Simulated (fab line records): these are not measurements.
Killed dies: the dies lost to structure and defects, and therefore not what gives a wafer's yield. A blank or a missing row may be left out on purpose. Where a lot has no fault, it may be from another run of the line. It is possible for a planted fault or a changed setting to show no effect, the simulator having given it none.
A struck lot beside a sound one + flow rit cmos + 15 steps out of a route of 202
Sound: the wafers L356.1, L356.2, L356.5. Wafers L359.1, L359.2, L359.6 were the ones struck. At the end, the cause is stated.
Each step with rows lists, per side, the tool, then ch with its chambers, then its first start. Under that, the readings that differ: sound wafers + struck wafers + difference of the means + sigmas: that difference in standard deviations of wafers without a fault.
alike: words and numbers the same on both sides, and readings whose means are apart by under 2 such deviations; not compared: readings that were withheld, readings missing a value for some wafer, numbers with overlapping values and no deviation given by the record, and bounds like >300 which may hide the same value.
The two part at a step that has a row with sigmas, a row that says differs or no value, or rows on one side only. Numbers that don't overlap but have no deviation are shown without sigmas and don't part them. A reading that every wafer of one side lacks parts them only if that side has two wafers or more.

first, 2 steps without rows for these wafers: RIT_NRETRO_HARDBAKE_07 (time 120 s); RIT_NRETRO_IMPLANT_08.
RIT_NRETRO_STRIP_09: strips in O2, time 180 s.
  sound on plasma asher-03 ch 0,1, day 2 05:11; struck on plasma asher-03 ch 0,1, day 2 22:14
  alike: drypump motor current A
  not compared: rf hours counter h
RIT_NRETRO_TW_MEAS_10:
  sound: film metro-04 at day 2 05:21; struck: film metro-01 at day 2 22:25
| reading   | sound          | struck         | difference | sigmas |
|-----------|----------------|----------------|------------|--------|
| NRETRO_TW | 1064 1063 1067 | 1044 1046 1045 | -20        | -3     |
then, 6 steps without rows for these wafers: RIT_PRETRO_HMDS_00 (prime time 60 s); RIT_PRETRO_COAT_01 (resist thk 1300 nm); RIT_PRETRO_SOFTBAKE_02 (time 60 s); RIT_PRETRO_EXPOSE_03 (exposes mask M5, target cd 43700 nm); RIT_PRETRO_PEB_04; RIT_PRETRO_DEVELOP_05 (develop time 68 s).
RIT_PRETRO_OVL_MEAS_06:
  sound: overlay-02 at day 2 06:25; struck: overlay-01 at day 2 23:29
  alike: PRETRO_OVL
then, 1 step without rows for these wafers: RIT_PRETRO_HARDBAKE_07 (time 120 s).
RIT_PRETRO_IMPLANT_08:
  sound on implanter-02 ch 0, day 2 06:42; struck on implanter-01 ch 0, day 2 23:47
| reading            | sound             | struck            | difference | sigmas      |
|--------------------|-------------------|-------------------|------------|-------------|
| tilt deg (degrees) | 6.996 6.994 7.011 | 4.508 4.476 4.504 | -2.504     | -99 or more |
RIT_PRETRO_STRIP_09: strips in O2, time 180 s.
  sound on plasma asher-04 ch 0,1, day 2 06:51; struck on plasma asher-03 ch 0,1, day 2 23:56
  alike: drypump motor current A
  not compared: rf hours counter h
RIT_M1_PROBE_99:
  sound: prober-02 at day 3 08:13; struck: prober-01 at day 4 01:02
  alike: killed at contacts, killed at front end, killed dies, killed open, killed short

WHERE THEY PART
At RIT_NRETRO_TW_MEAS_10 first; at RIT_PRETRO_IMPLANT_08 last (within this record only). Later steps at which nothing parts them and some readings are alike: RIT_PRETRO_STRIP_09, RIT_M1_PROBE_99.

WHY: whatever the simulator had introduced
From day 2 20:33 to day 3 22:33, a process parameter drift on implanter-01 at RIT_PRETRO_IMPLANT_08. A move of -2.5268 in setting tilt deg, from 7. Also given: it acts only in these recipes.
